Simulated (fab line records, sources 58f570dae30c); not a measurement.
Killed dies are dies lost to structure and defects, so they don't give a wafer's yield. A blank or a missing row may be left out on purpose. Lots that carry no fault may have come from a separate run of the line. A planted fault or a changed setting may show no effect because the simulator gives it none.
Which of the tools did it? :: flow berkeleyCmos170 :: Sampling: 14 lots, 42 wafers, 6 of 331 route steps

## WHAT EACH GAUGE READ, for each wafer
UCB170_CONTACT_OVL_MEAS_16. Usual: CONTACT_OVL typically reads 0 nm, with standard deviation 4.9.
lot: L708
measured: day 7 06:59
on: overlay-02
CONTACT_OVL (nm): 5 8 3
flag: 

lot: L706
measured: day 7 07:38
on: overlay-01
CONTACT_OVL (nm): -1 -1 -1
flag: 

lot: L705
measured: day 7 07:56
on: overlay-01
CONTACT_OVL (nm): -2 2 -4
flag: 

lot: L710
measured: day 8 07:32
on: overlay-01
CONTACT_OVL (nm): -4 -2 3
flag: 

lot: L711
measured: day 8 07:04
on: overlay-02
CONTACT_OVL (nm): -1 -13 5
flag: 

lot: L712
measured: day 8 11:38
on: overlay-01
CONTACT_OVL (nm): 8 -1 1
flag: 

lot: L713
measured: day 8 11:55
on: overlay-02
CONTACT_OVL (nm): -4 -9 -5
flag: 

lot: L714
measured: day 9 01:13
on: overlay-02
CONTACT_OVL (nm): 2 5 6
flag: 

lot: L719
measured: day 10 03:03
on: overlay-02
CONTACT_OVL (nm): -1 -1 5
flag: 

lot: L720
measured: day 10 03:55
on: overlay-01
CONTACT_OVL (nm): -7 -2 -10
flag: 

lot: L717
measured: day 10 05:05
on: overlay-01
CONTACT_OVL (nm): 5 -1 4
flag: 

lot: L722
measured: day 10 15:23
on: overlay-02
CONTACT_OVL (nm): -2 -6 -1
flag: 

lot: L726
measured: day 11 05:48
on: overlay-02
CONTACT_OVL (nm): -6 1 -7
flag: 

lot: L728
measured: day 11 19:34
on: overlay-01
CONTACT_OVL (nm): -2 4 -4
flag: 

UCB170_M1_RS_MEAS_01: uses a four-point probe to measure. Usual: M1_AL_RS typically reads 0.0486 ohm/sq, with standard deviation 0.00062.
lot: L708
measured: day 7 07:39
on: filmMetro-01
M1_AL_RS (ohm/sq): 0.0492 0.0494 0.0497
flag: 

lot: L706
measured: day 7 08:17
on: filmMetro-02
M1_AL_RS (ohm/sq): 0.0487 0.0485 0.0486
flag: 

lot: L705
measured: day 7 08:35
on: filmMetro-01
M1_AL_RS (ohm/sq): 0.0494 0.0492 0.0490
flag: 

lot: L710
measured: day 8 08:13
on: filmMetro-01
M1_AL_RS (ohm/sq): 0.0480 0.0486 0.0477
flag: 

lot: L711
measured: day 8 07:46
on: filmMetro-02
M1_AL_RS (ohm/sq): 0.0486 0.0495 0.0490
flag: 

lot: L712
measured: day 8 12:19
on: filmMetro-02
M1_AL_RS (ohm/sq): 0.0492 0.0488 0.0495
flag: 

lot: L713
measured: day 8 12:37
on: filmMetro-04
M1_AL_RS (ohm/sq): 0.0484 0.0500 0.0489
flag: 

lot: L714
measured: day 9 01:53
on: filmMetro-01
M1_AL_RS (ohm/sq): 0.0487 0.0485 0.0501
flag: 

lot: L719
measured: day 10 03:43
on: filmMetro-04
M1_AL_RS (ohm/sq): 0.0486 0.0486 0.0486
flag: 

lot: L720
measured: day 10 05:22
on: filmMetro-04
M1_AL_RS (ohm/sq): 0.0486 0.0484 0.0488
flag: 

lot: L717
measured: day 10 05:48
on: filmMetro-01
M1_AL_RS (ohm/sq): 0.0388 0.0391 0.0391
flag: OFF

lot: L722
measured: day 10 16:05
on: filmMetro-04
M1_AL_RS (ohm/sq): 0.0389 0.0392 0.0394
flag: OFF

lot: L726
measured: day 11 06:30
on: filmMetro-01
M1_AL_RS (ohm/sq): 0.0494 0.0487 0.0482
flag: 

lot: L728
measured: day 11 20:17
on: filmMetro-01
M1_AL_RS (ohm/sq): 0.0481 0.0481 0.0482
flag: 

UCB170_M1_THK_MEAS_02: measures by xrf. Usual: M1_AL_THK typically reads 599 nm, with standard deviation 8.9.
lot: L708
measured: day 7 07:46
on: filmMetro-01
M1_AL_THK (nm): 596 594 590
flag: 

lot: L706
measured: day 7 08:25
on: filmMetro-02
M1_AL_THK (nm): 600 602 602
flag: 

lot: L705
measured: day 7 08:43
on: filmMetro-01
M1_AL_THK (nm): 594 593 595
flag: 

lot: L710
measured: day 8 08:20
on: filmMetro-01
M1_AL_THK (nm): 606 596 608
flag: 

lot: L711
measured: day 8 07:52
on: filmMetro-02
M1_AL_THK (nm): 599 589 598
flag: 

lot: L712
measured: day 8 12:26
on: filmMetro-02
M1_AL_THK (nm): 593 599 592
flag: 

lot: L713
measured: day 8 12:43
on: filmMetro-04
M1_AL_THK (nm): 597 579 591
flag: 

lot: L714
measured: day 9 02:00
on: filmMetro-01
M1_AL_THK (nm): 598 602 581
flag: 

lot: L719
measured: day 10 03:50
on: filmMetro-04
M1_AL_THK (nm): 588 590 593
flag: 

lot: L720
measured: day 10 05:29
on: filmMetro-04
M1_AL_THK (nm): 596 594 585
flag: 

lot: L717
measured: day 10 05:55
on: filmMetro-01
M1_AL_THK (nm): 750 747 747
flag: OFF

lot: L722
measured: day 10 16:13
on: filmMetro-04
M1_AL_THK (nm): 738 734 729
flag: OFF

lot: L726
measured: day 11 06:35
on: filmMetro-01
M1_AL_THK (nm): 591 596 603
flag: 

lot: L728
measured: day 11 20:25
on: filmMetro-01
M1_AL_THK (nm): 604 609 603
flag: 

UCB170_M1_OVL_MEAS_10. Usual: M1_OVL typically reads 2 nm, with standard deviation 4.9.
lot: L708
measured: day 7 10:24
on: overlay-02
M1_OVL (nm): -9 1 -4
flag: 

lot: L706
measured: day 7 10:35
on: overlay-01
M1_OVL (nm): 1 -6 -5
flag: 

lot: L705
measured: day 7 11:13
on: overlay-02
M1_OVL (nm): -12 -11 -5
flag: 

lot: L710
measured: day 8 09:33
on: overlay-01
M1_OVL (nm): 1 8 9
flag: 

lot: L711
measured: day 8 09:01
on: overlay-01
M1_OVL (nm): 1 -4 7
flag: 

lot: L712
measured: day 8 13:35
on: overlay-01
M1_OVL (nm): 1 1 0
flag: 

lot: L713
measured: day 8 13:52
on: overlay-02
M1_OVL (nm): -2 0 3
flag: 

lot: L714
measured: day 9 03:08
on: overlay-01
M1_OVL (nm): 3 5 1
flag: 

lot: L719
measured: day 10 05:14
on: overlay-02
M1_OVL (nm): 1 -1 1
flag: 

lot: L720
measured: day 10 06:40
on: overlay-01
M1_OVL (nm): 0 0 0
flag: 

lot: L717
measured: day 10 07:03
on: overlay-02
M1_OVL (nm): 8 5 5
flag: 

lot: L722
measured: day 10 17:22
on: overlay-01
M1_OVL (nm): 4 8 2
flag: 

lot: L726
measured: day 11 07:36
on: overlay-02
M1_OVL (nm): -1 -5 2
flag: 

lot: L728
measured: day 11 21:31
on: overlay-02
M1_OVL (nm): 1 4 2
flag: 

## EACH LOT AND THE TOOL THAT RAN IT (in order: tool; ch and the chambers of the sampled wafers; start)
lot: L708
UCB170_SDANNEAL_RTA_01: rtpAnneal-02 ch 0, day 7 01:26
UCB170_M1_SPUTTER_00: pvdSputter-01, day 7 07:34

lot: L706
UCB170_SDANNEAL_RTA_01: rtpAnneal-01 ch 0, day 7 01:35
UCB170_M1_SPUTTER_00: pvdSputter-04, day 7 08:14

lot: L705
UCB170_SDANNEAL_RTA_01: rtpAnneal-02 ch 0, day 7 01:44
UCB170_M1_SPUTTER_00: pvdSputter-01, day 7 08:32

lot: L710
UCB170_SDANNEAL_RTA_01: rtpAnneal-02 ch 0, day 8 01:50
UCB170_M1_SPUTTER_00: pvdSputter-03, day 8 08:09

lot: L711
UCB170_SDANNEAL_RTA_01: rtpAnneal-01 ch 0, day 8 02:03
UCB170_M1_SPUTTER_00: pvdSputter-01, day 8 07:40

lot: L712
UCB170_SDANNEAL_RTA_01: rtpAnneal-02 ch 0, day 8 05:44
UCB170_M1_SPUTTER_00: pvdSputter-01, day 8 12:15

lot: L713
UCB170_SDANNEAL_RTA_01: rtpAnneal-02 ch 0, day 8 06:12
UCB170_M1_SPUTTER_00: pvdSputter-03, day 8 12:32

lot: L714
UCB170_SDANNEAL_RTA_01: rtpAnneal-01 ch 0, day 8 18:52
UCB170_M1_SPUTTER_00: pvdSputter-03, day 9 01:49

lot: L719
UCB170_SDANNEAL_RTA_01: rtpAnneal-01 ch 0, day 9 22:19
UCB170_M1_SPUTTER_00: pvdSputter-01, day 10 03:39

lot: L720
UCB170_SDANNEAL_RTA_01: rtpAnneal-02 ch 0, day 9 22:42
UCB170_M1_SPUTTER_00: pvdSputter-03, day 10 05:19

lot: L717
UCB170_SDANNEAL_RTA_01: rtpAnneal-02 ch 0, day 9 23:19
UCB170_M1_SPUTTER_00: pvdSputter-01, day 10 05:43

lot: L722
UCB170_SDANNEAL_RTA_01: rtpAnneal-01 ch 0, day 10 10:31
UCB170_M1_SPUTTER_00: pvdSputter-01, day 10 16:02

lot: L726
UCB170_SDANNEAL_RTA_01: rtpAnneal-02 ch 0, day 11 00:35
UCB170_M1_SPUTTER_00: pvdSputter-03, day 11 06:23

lot: L728
UCB170_SDANNEAL_RTA_01: rtpAnneal-01 ch 0, day 11 14:35
UCB170_M1_SPUTTER_00: pvdSputter-03, day 11 20:14
- UCB170_SDANNEAL_RTA_01: time 5 s.
- UCB170_M1_SPUTTER_00: material Al, target thk 600 nm, time 80 s.

## WHAT THE TOOLS THEMSELVES READ (means of the sampled wafers that have a number; where no wafer has one, the mark that the record gives instead)
UCB170_SDANNEAL_RTA_01. Usual: lampPowerPct 38.2 %, standard deviation 1.3; wafer_temp_C_max 1055.1, standard deviation 1.1.
lot: L708
tool: rtpAnneal-02
lampPowerPct (%): 39.2
wafer_temp_C_max: 1055.4
flag: 

lot: L706
tool: rtpAnneal-01
lampPowerPct (%): 36.5
wafer_temp_C_max: 1053.7
flag: 

lot: L705
tool: rtpAnneal-02
lampPowerPct (%): 39.2
wafer_temp_C_max: 1055.9
flag: 

lot: L710
tool: rtpAnneal-02
lampPowerPct (%): 39.1
wafer_temp_C_max: 1055.0
flag: 

lot: L711
tool: rtpAnneal-01
lampPowerPct (%): 36.5
wafer_temp_C_max: 1055.2
flag: 

lot: L712
tool: rtpAnneal-02
lampPowerPct (%): 39.2
wafer_temp_C_max: 1054.9
flag: 

lot: L713
tool: rtpAnneal-02
lampPowerPct (%): 39.2
wafer_temp_C_max: 1055.1
flag: 

lot: L714
tool: rtpAnneal-01
lampPowerPct (%): 36.5
wafer_temp_C_max: 1054.4
flag: 

lot: L719
tool: rtpAnneal-01
lampPowerPct (%): 36.5
wafer_temp_C_max: 1053.9
flag: 

lot: L720
tool: rtpAnneal-02
lampPowerPct (%): 39.2
wafer_temp_C_max: 1055.6
flag: 

lot: L717
tool: rtpAnneal-02
lampPowerPct (%): 39.2
wafer_temp_C_max: 1055.3
flag: 

lot: L722
tool: rtpAnneal-01
lampPowerPct (%): 36.5
wafer_temp_C_max: 1054.5
flag: 

lot: L726
tool: rtpAnneal-02
lampPowerPct (%): 39.2
wafer_temp_C_max: 1055.8
flag: 

lot: L728
tool: rtpAnneal-01
lampPowerPct (%): 36.6
wafer_temp_C_max: 1055.1
flag: 

UCB170_M1_SPUTTER_00. Usual: 29.8 % for throttleValvePct, sd 1.
lot: L708
tool: pvdSputter-01
throttleValvePct (%): 29.7
flag: 

lot: L706
tool: pvdSputter-04
throttleValvePct (%): 30.2
flag: 

lot: L705
tool: pvdSputter-01
throttleValvePct (%): 29.6
flag: 

lot: L710
tool: pvdSputter-03
throttleValvePct (%): 30.2
flag: 

lot: L711
tool: pvdSputter-01
throttleValvePct (%): 29.3
flag: 

lot: L712
tool: pvdSputter-01
throttleValvePct (%): 29.0
flag: 

lot: L713
tool: pvdSputter-03
throttleValvePct (%): 29.6
flag: 

lot: L714
tool: pvdSputter-03
throttleValvePct (%): 29.9
flag: 

lot: L719
tool: pvdSputter-01
throttleValvePct (%): 29.7
flag: 

lot: L720
tool: pvdSputter-03
throttleValvePct (%): 29.6
flag: 

lot: L717
tool: pvdSputter-01
throttleValvePct (%): 29.8
flag: 

lot: L722
tool: pvdSputter-01
throttleValvePct (%): 28.5
flag: 

lot: L726
tool: pvdSputter-03
throttleValvePct (%): 30.0
flag: 

lot: L728
tool: pvdSputter-03
throttleValvePct (%): 29.5
flag: 

## THE ANSWER, worked out from the rows above alone
Rule: lot off if the mean of its wafers having a number is beyond 3 standard deviations from the usual mean. Also off: a lot with no number at a reading for which 4 or more lots have one. The other lots that the step has rows for count as sound. Order of review: gauges by route order, followed by the tools' own readings, for which a lot's mean as printed above is used. At the first step where some lot is off, the reading lying furthest off is the one used; lots without a number count as furthest.
Off: L717, L722, seen at UCB170_M1_RS_MEAS_01 (M1_AL_RS).
If a tool, at a process step before that reading, ran all the lots that are off and no sound lot after the first of them, it fits. The gauges at UCB170_M1_RS_MEAS_01 are tried like those tools. One candidate fits, namely pvdSputter-01 at UCB170_M1_SPUTTER_00. A fault onset in the window from L719 (day 10 03:39, its last sound lot) to L717 (day 10 05:43, its first lot off) fits.

## WHAT THE SIMULATOR HAD PUT IN
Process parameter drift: pvdSputter-01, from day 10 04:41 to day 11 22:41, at UCB170_M1_SPUTTER_00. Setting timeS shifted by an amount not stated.
Lots struck among those shown: L717, L722. This agrees with what the rule above found.
